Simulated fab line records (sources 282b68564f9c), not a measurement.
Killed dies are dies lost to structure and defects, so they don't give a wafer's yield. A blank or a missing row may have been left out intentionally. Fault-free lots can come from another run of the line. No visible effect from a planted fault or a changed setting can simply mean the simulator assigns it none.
fab line records ; flow rit_cmos
[record] lots = 14; wafers = 42; last_day = 7
route steps=202 shown PWELL@48 NRETRO@63 M1@202
lots that met no fault: taken from a fault-free run of the same line
start_h: the number of hours between the record's first day and the start of the first shown wafer of the lot ; wait_h: hours since the lot's step before ; " unchanged from the row above ; L1.1+2: a row that stands for several wafers ; - no value, or no start given ; * or withheld: withheld ; < > ~ a bound
route shown NAME@n: names a module that has steps shown in the file, with the first one's number in the route ; usual: average and standard deviation across the fault-free wafers ; same: alike in all rows ; chamber/n: place in a boat ; sites: the reading at each site ; _std_site: the standard deviation of these ; _edge_site: the outer-site mean with the inner-site mean subtracted ; radius_mm: how far each site lies from the wafer's centre ; mask NAME#n: copy n ; behind: the tool/chamber that last shaped the wafer ; hold: why the lot went on hold/how many hours it stayed there/how the hold came to an end ; device: transistor that didn't switch, given as n, p or np ; end of line: at the end of the route, the tests of the same wafers ; a step with no rows: only its recipe ; killed: count of dies lost to structure and defects at first sort (not the wafer's yield) ; map: the dies of a wafer, with x for killed, . for not killed, _ for no die there
set.NAME: the run value of the setting; set.NAME@STEP: its run value at that earlier step ; model.NAME: the simulator's own value behind a step, which no gauge read
a sample of lots followed through the steps of the route, with each step as a table and each wafer as a row
services: when a tool's chamber went out of use (start_h, in hours from the record's first day, below 0 if earlier), for how many hours, and the reason
[[steps]]
[step RIT_PWELL_STRIP_09]
[recipe] chemistry = O2; time_s = 180; resist = NOVOLAK; platen_temp_c = withheld; power_w = 500; pressure_mtorr = 4000; o2_flow_sccm = 4000
[usual] chamber_pressure_mTorr = 4000/4.3; drypump_motor_current_A = 5.9/0.55
lot.wafer;tool;chamber;start_h;wait_h;chamber_pressure_mTorr;drypump_motor_current_A;rf_hours_counter_h
L213.1;plasma_asher-04;0;24.82;0.1;4009;5.4;38
L213.5;plasma_asher-04;1;24.82;0.1;3996;6.1;-
L213.6;plasma_asher-04;0;24.82;0.1;3999;5.4;-
L215.2;plasma_asher-02;0;35.24;0.1;4004;6.6;40
L215.3;plasma_asher-02;1;35.24;0.1;4000;5.5;-
L215.6;plasma_asher-02;0;35.24;0.1;3992;6.6;-
L216.4;plasma_asher-02;1;39.48;0.1;4001;5.5;-
L216.5;plasma_asher-02;0;39.48;0.1;4007;6.6;-
L216.6;plasma_asher-02;1;39.48;0.1;4001;5.5;-
L217.2;plasma_asher-03;1;43.52;0.1;3998;5.0;25
L217.5;plasma_asher-03;1;43.52;0.1;3999;5.0;-
L217.6;plasma_asher-03;0;43.52;0.1;4003;6.3;-
L219.3;plasma_asher-02;1;54.46;0.1;4000;5.5;-
L219.4;plasma_asher-02;0;54.46;0.1;3992;6.6;-
L219.6;plasma_asher-02;0;54.46;0.1;3997;6.6;-
L220.1;plasma_asher-03;1;59.28;0.1;3998;5.0;27
L220.2;plasma_asher-03;0;59.28;0.1;4003;6.2;27
L220.3;plasma_asher-03;0;59.28;0.1;3999;6.3;-
L221.1;plasma_asher-02;0;68.58;0.1;4002;6.6;44
L221.2;plasma_asher-02;1;68.58;0.1;4008;5.4;44
L221.6;plasma_asher-02;0;68.58;0.1;4003;6.6;-
L222.2;plasma_asher-02;0;71.47;0.1;4003;6.6;44
L222.3;plasma_asher-02;1;71.47;0.1;4002;5.5;-
L222.5;plasma_asher-02;1;71.47;0.1;3999;5.5;-
L223.2;plasma_asher-02;0;76.09;0.1;3997;6.6;44
L223.4;plasma_asher-02;0;76.09;0.1;3997;6.6;-
L223.5;plasma_asher-02;1;76.09;0.1;4002;5.4;-
L225.1;plasma_asher-02;0;85.08;0.1;4006;6.6;45
L225.2;plasma_asher-02;1;85.08;0.1;3999;5.5;45
L225.4;plasma_asher-02;1;85.08;0.1;4000;5.5;-
L227.2;plasma_asher-04;0;101.12;0.1;4004;5.4;45
L227.3;plasma_asher-04;1;101.12;0.1;4001;6.1;-
L227.4;plasma_asher-04;0;101.12;0.1;3993;5.4;-
L228.2;plasma_asher-03;0;103.09;0.1;4009;6.3;31
L228.4;plasma_asher-03;0;103.09;0.1;4005;6.3;-
L228.5;plasma_asher-03;1;103.09;0.1;4000;5.0;-
L234.1;plasma_asher-03;0;136.40;0.1;-;-;-
L234.3;plasma_asher-03;0;136.40;0.1;-;-;-
L234.4;plasma_asher-03;1;136.40;0.1;-;-;-
L235.1;plasma_asher-03;0;150.28;0.1;-;-;-
L235.3;plasma_asher-03;0;150.28;0.1;-;-;-
L235.4;plasma_asher-03;1;150.28;0.1;-;-;-
[step RIT_NRETRO_TW_MEAS_10]
[usual] NRETRO_TW = 1059/6.2
lot.wafer;tool;chamber;start_h;wait_h;hold;NRETRO_TW
L213.1;film_metro-03;-;31.94;0.1;-;1067
L213.5;film_metro-03;-;31.94;0.1;-;1054
L213.6;film_metro-03;-;31.94;0.1;-;1061
L215.2;film_metro-01;-;42.42;0.1;-;1058
L215.3;film_metro-01;-;42.42;0.1;-;1057
L215.6;film_metro-01;-;42.42;0.1;-;1053
L216.4;film_metro-03;-;47.40;0.1;-;1059
L216.5;film_metro-03;-;47.40;0.1;-;1064
L216.6;film_metro-03;-;47.40;0.1;-;1055
L217.2;film_metro-03;-;52.91;0.1;-;1058
L217.5;film_metro-03;-;52.91;0.1;-;1062
L217.6;film_metro-03;-;52.91;0.1;-;1064
L219.3;film_metro-02;-;62.12;0.1;-;1060
L219.4;film_metro-02;-;62.12;0.1;-;1059
L219.6;film_metro-02;-;62.12;0.1;-;1061
L220.1;film_metro-03;-;67.42;0.1;-;1054
L220.2;film_metro-03;-;67.42;0.1;-;1048
L220.3;film_metro-03;-;67.42;0.1;-;1055
L221.1;film_metro-03;-;76.00;0.1;-;1068
L221.2;film_metro-03;-;76.00;0.1;-;1069
L221.6;film_metro-03;-;76.00;0.1;-;1067
L222.2;film_metro-03;-;80.42;0.1;-;1070
L222.3;film_metro-03;-;80.42;0.1;-;1063
L222.5;film_metro-03;-;80.42;0.1;-;1065
L223.2;film_metro-01;-;83.83;0.1;-;1049
L223.4;film_metro-01;-;83.83;0.1;-;1049
L223.5;film_metro-01;-;83.83;0.1;-;1050
L225.1;film_metro-03;-;94.46;0.1;-;1062
L225.2;film_metro-03;-;94.46;0.1;-;1065
L225.4;film_metro-03;-;94.46;0.1;-;1062
L227.2;film_metro-02;-;108.89;0.1;-;1064
L227.3;film_metro-02;-;108.89;0.1;-;1067
L227.4;film_metro-02;-;108.89;0.1;-;1059
L228.2;film_metro-03;-;112.03;0.1;-;1058
L228.4;film_metro-03;-;112.03;0.1;-;1057
L228.5;film_metro-03;-;112.03;0.1;-;1058
L234.1;film_metro-03;-;146.83;0.1;await_dispo/0.2h/release;30
L234.3;film_metro-03;-;146.83;0.1;await_dispo/0.2h/release;30
L234.4;film_metro-03;-;146.83;0.1;await_dispo/0.2h/release;30
L234.1;film_metro-03;-;147.06;0.2;-;30
L234.3;film_metro-03;-;147.06;0.2;-;30
L234.4;film_metro-03;-;147.06;0.2;-;30
L235.1;film_metro-03;-;160.20;0.1;await_dispo/0.2h/release;30
L235.3;film_metro-03;-;160.20;0.1;await_dispo/0.2h/release;30
L235.4;film_metro-03;-;160.20;0.1;await_dispo/0.2h/release;30
L235.1;film_metro-03;-;160.42;0.2;-;30
L235.3;film_metro-03;-;160.42;0.2;-;30
L235.4;film_metro-03;-;160.42;0.2;-;30
[step RIT_M1_PROBE_99]
[usual] defect_limited_yield = 97.2/1.2; killed_at_contacts = 0.1/0.24; killed_at_front_end = 7/3.1; killed_dies = 7/3.1; killed_open = 3.3/1.9; killed_short = 3.9/2.1; sort_bin_3_pad_short = 0.2/0.28; sort_bin_5_function = 1.6/0.85; sort_bin_6_memory = 1.0/0.59; sort_n_pass = 257/3.1; sort_yield_pct = 97.2/1.2
[same] gross_dies = 264; killed_at_M0_to_M3 = 0; killed_at_M4_up = 0; killed_at_back_side = 0; killed_at_other = 0
lot.wafer;tool;chamber;start_h;wait_h;defect_limited_yield[%];killed_at_contacts;killed_at_front_end;killed_dies;killed_open;killed_short;sort_bin_3_pad_short[%];sort_bin_5_function[%];sort_bin_6_memory[%];sort_n_pass;sort_yield_pct[%]
L213.1;prober-01;-;58.97;0.1;97.0;0;8;8;5;3;0;2.3;0.8;256;97.0
L213.5;prober-01;-;59.17;0.2;97.0;0;8;8;6;2;0.4;2.3;0.4;256;97.0
L213.6;prober-01;-;59.22;0.2;96.6;0;9;9;3;6;0.8;0.8;1.9;255;96.6
L215.2;prober-01;-;73.33;0.1;98.1;0;5;5;2;3;0;1.1;0.8;259;98.1
L215.3;prober-01;-;73.38;0.2;98.1;0;5;5;2;3;0;0.4;1.5;259;98.1
L215.6;prober-01;-;73.53;0.2;95.5;0;12;12;7;5;0.4;2.3;1.9;252;95.5
L216.4;prober-02;-;79.47;0.2;97.3;0;7;7;4;3;0;1.9;0.8;257;97.3
L216.5;prober-02;-;79.52;0.2;96.6;0;9;9;6;3;0;1.5;1.9;255;96.6
L216.6;prober-02;-;79.57;0.2;98.5;0;4;4;2;2;0;0.8;0.8;260;98.5
L217.2;prober-01;-;85.44;0.1;96.2;0;10;10;4;6;0;2.3;1.5;254;96.2
L217.5;prober-01;-;85.59;0.2;98.9;0;3;3;2;1;0;0.8;0.4;261;98.9
L217.6;prober-01;-;85.64;0.2;97.7;0;6;6;4;2;0;1.5;0.8;258;97.7
L219.3;prober-01;-;93.56;0.2;98.5;0;4;4;2;2;0;0.8;0.8;260;98.5
L219.4;prober-01;-;93.61;0.2;97.3;0;7;7;4;3;0;1.9;0.8;257;97.3
L219.6;prober-01;-;93.71;0.2;96.6;0;9;9;5;4;0;1.9;1.5;255;96.6
L220.1;prober-02;-;98.24;0.1;98.5;0;4;4;1;3;0;1.1;0.4;260;98.5
L220.2;prober-02;-;98.29;0.1;98.1;0;5;5;3;2;0.4;0.8;0.8;259;98.1
L220.3;prober-02;-;98.34;0.2;97.7;0;6;6;2;4;0.4;0.8;1.1;258;97.7
L221.1;prober-01;-;105.78;0.1;96.6;0;9;9;4;5;0;1.9;1.5;255;96.6
L221.2;prober-01;-;105.83;0.1;96.2;0;10;10;4;6;0.4;1.9;1.5;254;96.2
L221.6;prober-01;-;106.03;0.2;95.5;1;11;12;5;7;0.4;3.8;0.4;252;95.5
L222.2;prober-02;-;111.02;0.1;99.6;0;1;1;0;1;0;0.4;0;263;99.6
L222.3;prober-02;-;111.07;0.2;97.7;0;6;6;1;5;0;1.5;0.8;258;97.7
L222.5;prober-02;-;111.17;0.2;97.0;0;8;8;5;3;0.4;1.9;0.8;256;97.0
L223.2;prober-01;-;117.64;0.1;96.6;0;9;9;2;5;0.4;3.0;0;255;96.6
L223.4;prober-01;-;117.74;0.2;97.3;0;7;7;3;4;0;2.3;0.4;257;97.3
L223.5;prober-01;-;117.79;0.2;98.1;0;5;5;3;2;0;0.8;1.1;259;98.1
L225.1;prober-01;-;122.41;0.1;97.0;0;8;8;5;3;0;2.3;0.8;256;97.0
L225.2;prober-01;-;122.46;0.1;98.5;0;4;4;2;2;0;1.1;0.4;260;98.5
L225.4;prober-01;-;122.56;0.2;97.0;0;8;8;3;5;0;1.9;1.1;256;97.0
L228.2;prober-01;-;143.76;0.1;95.1;0;13;13;8;5;0.4;3.0;1.5;251;95.1
L228.4;prober-01;-;143.86;0.2;96.2;0;10;10;5;5;1.5;1.5;0.8;254;96.2
L228.5;prober-01;-;143.91;0.2;96.2;0;10;10;4;6;0;3.0;0.8;254;96.2
L227.2;prober-02;-;145.27;0.1;98.5;0;4;4;2;2;0;0.8;0.8;260;98.5
L227.3;prober-02;-;145.32;0.2;95.8;0;11;11;0;9;0;2.3;1.9;253;95.8
L227.4;prober-02;-;145.37;0.2;97.7;0;6;6;2;3;0;1.9;0.4;258;97.7
// killed by level:class
L213.1 FOX1:geometric_particle:short=2 GATE:geometric_particle:open=2 FOX1:geometric_particle:open=1 REOX:geometric_particle:open=1 SPACER:geometric_particle:open=1 SPACER:geometric_particle:short=1
L213.5 GATE:geometric_particle:open=2 SPACER:geometric_particle:open=2 REOX:geometric_particle:open=1 REOX:geometric_particle:short=1 SPACER:geometric_particle:short=1 SILICIDE:geometric_particle:open=1
L213.6 SILICIDE:geometric_particle:short=3 GATE:geometric_particle:short=2 SPACER:geometric_particle:open=2 FOX2:geometric_particle:open=1 SPACER:geometric_particle:short=1
L215.2 SILICIDE:geometric_particle:short=3 GATE:geometric_particle:open=1 SILICIDE:geometric_particle:open=1
L215.3 GATE:geometric_particle:open=2 GATE:geometric_particle:short=1 REOX:geometric_particle:short=1 SILICIDE:geometric_particle:short=1
L215.6 GATE:geometric_particle:open=3 SILICIDE:geometric_particle:open=3 SPACER:geometric_particle:short=2 SILICIDE:geometric_particle:short=2 GATE:geometric_particle:short=1 SPACER:geometric_particle:open=1
L216.4 REOX:geometric_particle:short=2 REOX:geometric_particle:open=2 FOX1:geometric_particle:short=1 GATE:geometric_particle:open=1 SILICIDE:geometric_particle:open=1
L216.5 GATE:geometric_particle:open=3 FOX1:geometric_particle:open=2 FOX1:geometric_particle:short=2 REOX:geometric_particle:open=1 REOX:geometric_particle:short=1
L216.6 GATE:geometric_particle:short=2 FOX1:geometric_particle:open=1 REOX:geometric_particle:open=1
L217.2 GATE:geometric_particle:short=3 FOX1:geometric_particle:open=1 FOX2:geometric_particle:short=1 GATE:geometric_particle:open=1 REOX:geometric_particle:open=1 REOX:geometric_particle:short=1 SPACER:geometric_particle:open=1 SILICIDE:geometric_particle:short=1
L217.5 FOX2:geometric_particle:open=1 GATE:geometric_particle:short=1 SPACER:geometric_particle:open=1
L217.6 FOX1:geometric_particle:short=1 FOX1:geometric_particle:open=1 GATE:geometric_particle:short=1 GATE:geometric_particle:open=1 REOX:geometric_particle:open=1 SILICIDE:geometric_particle:open=1
L219.3 GATE:geometric_particle:short=2 GATE:geometric_particle:open=1 SPACER:geometric_particle:open=1
L219.4 FOX1:geometric_particle:open=2 FOX1:geometric_particle:short=1 GATE:geometric_particle:short=1 GATE:geometric_particle:open=1 SPACER:geometric_particle:open=1 SPACER:geometric_particle:short=1
L219.6 GATE:geometric_particle:open=3 FOX1:geometric_particle:short=1 FOX1:geometric_particle:open=1 GATE:geometric_particle:short=1 SPACER:geometric_particle:open=1 SPACER:geometric_particle:short=1 SILICIDE:geometric_particle:short=1
L220.1 FOX1:geometric_particle:short=1 GATE:geometric_particle:short=1 SPACER:geometric_particle:open=1 SPACER:geometric_particle:short=1
L220.2 GATE:geometric_particle:open=3 SPACER:geometric_particle:short=2
L220.3 SPACER:geometric_particle:short=2 FOX1:geometric_particle:open=1 GATE:geometric_particle:short=1 REOX:geometric_particle:short=1 SPACER:geometric_particle:open=1
L221.1 FOX1:geometric_particle:short=2 GATE:geometric_particle:open=2 SPACER:geometric_particle:short=2 FOX2:geometric_particle:open=1 GATE:geometric_particle:short=1 SPACER:geometric_particle:open=1
L221.2 GATE:geometric_particle:short=5 REOX:geometric_particle:open=2 GATE:geometric_particle:open=1 REOX:geometric_particle:short=1 SILICIDE:geometric_particle:open=1
L221.6 FOX2:geometric_particle:short=2 GATE:geometric_particle:short=2 GATE:geometric_particle:open=2 FOX1:geometric_particle:short=1 REOX:geometric_particle:open=1 SPACER:geometric_particle:open=1 SPACER:geometric_particle:short=1 SILICIDE:geometric_particle:short=1
L222.2 GATE:geometric_particle:short=1
L222.3 GATE:geometric_particle:short=2 SILICIDE:geometric_particle:short=2 FOX2:geometric_particle:open=1 SPACER:geometric_particle:short=1
L222.5 FOX1:geometric_particle:open=2 GATE:geometric_particle:short=2 ACTIVE:geometric_particle:open=1 GATE:geometric_particle:open=1 REOX:geometric_particle:open=1 SILICIDE:geometric_particle:short=1
L223.2 FOX2:geometric_particle:short=3 NRETRO:coat_microbubble_printed=2 GATE:geometric_particle:short=1 GATE:geometric_particle:open=1 SPACER:geometric_particle:short=1 SILICIDE:geometric_particle:open=1
L223.4 GATE:geometric_particle:open=2 SPACER:geometric_particle:short=2 GATE:geometric_particle:short=1 SILICIDE:geometric_particle:open=1 SILICIDE:geometric_particle:short=1
L223.5 FOX1:geometric_particle:open=1 GATE:geometric_particle:open=1 SPACER:geometric_particle:short=1 SPACER:geometric_particle:open=1 SILICIDE:geometric_particle:short=1
L225.1 FOX1:geometric_particle:open=2 GATE:geometric_particle:open=2 FOX1:geometric_particle:short=1 FOX2:geometric_particle:short=1 REOX:geometric_particle:open=1 REOX:geometric_particle:short=1
L225.2 GATE:geometric_particle:short=1 GATE:geometric_particle:open=1 SPACER:geometric_particle:open=1 SILICIDE:geometric_particle:short=1
L225.4 SILICIDE:geometric_particle:short=4 SILICIDE:geometric_particle:open=2 FOX1:geometric_particle:short=1 REOX:geometric_particle:open=1
L228.2 GATE:geometric_particle:open=4 REOX:geometric_particle:open=2 SILICIDE:geometric_particle:short=2 FOX1:geometric_particle:open=1 FOX1:geometric_particle:short=1 GATE:geometric_particle:short=1 REOX:geometric_particle:short=1 SPACER:geometric_particle:open=1
L228.4 GATE:geometric_particle:short=4 SILICIDE:geometric_particle:open=2 GATE:geometric_particle:open=1 REOX:geometric_particle:open=1 SPACER:geometric_particle:open=1 SPACER:geometric_particle:short=1
L228.5 GATE:geometric_particle:short=4 GATE:geometric_particle:open=2 REOX:geometric_particle:short=2 FOX1:geometric_particle:open=1 SILICIDE:geometric_particle:open=1
L227.2 ACTIVE:geometric_particle:open=1 GATE:geometric_particle:open=1 GATE:geometric_particle:short=1 SILICIDE:geometric_particle:short=1
L227.3 GATE:geometric_particle:short=6 FOX2:geometric_particle:short=2 PWELL:coat_microbubble_printed=2 FOX1:geometric_particle:short=1
L227.4 SILICIDE:geometric_particle:short=2 FOX2:geometric_particle:short=1 REOX:geometric_particle:open=1 SILICIDE:geometric_particle:open=1 PWELL:coat_microbubble_printed=1
[[services]]
tool;chamber;start_h;hours;kind
plasma_asher-03;-;27.16;14.6;pm
plasma_asher-04;-;35.24;10.0;pm
plasma_asher-02;-;44.58;1.2;repair
plasma_asher-04;-;47.58;3.2;repair
plasma_asher-02;-;92.16;14.6;pm
plasma_asher-03;-;112.93;2.7;repair
plasma_asher-04;-;116.94;2.9;repair
[[key]]
[first_sign] step = RIT_PWELL_STRIP_09; reading = tool_record; direction = missing
[effect] step = RIT_NRETRO_TW_MEAS_10; reading = visit; direction = added
[effect] step = RIT_NRETRO_TW_MEAS_10; reading = NRETRO_TW; direction = down; sigmas = 99+; usual = 1059; struck = 30
met_at RIT_PWELL_STRIP_09
struck_lots L234,L235
scrapped_behind RIT_NRETRO_TW_MEAS_10 L234.1,L234.3,L234.4,L235.1,L235.3,L235.4
onset_between 103.09 136.40
[fault] kind = skipped_step_whole; tool = plasma_asher-03; chamber = -; onset_h = 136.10; steps = RIT_PWELL_STRIP_09; scope = struck_lots_only
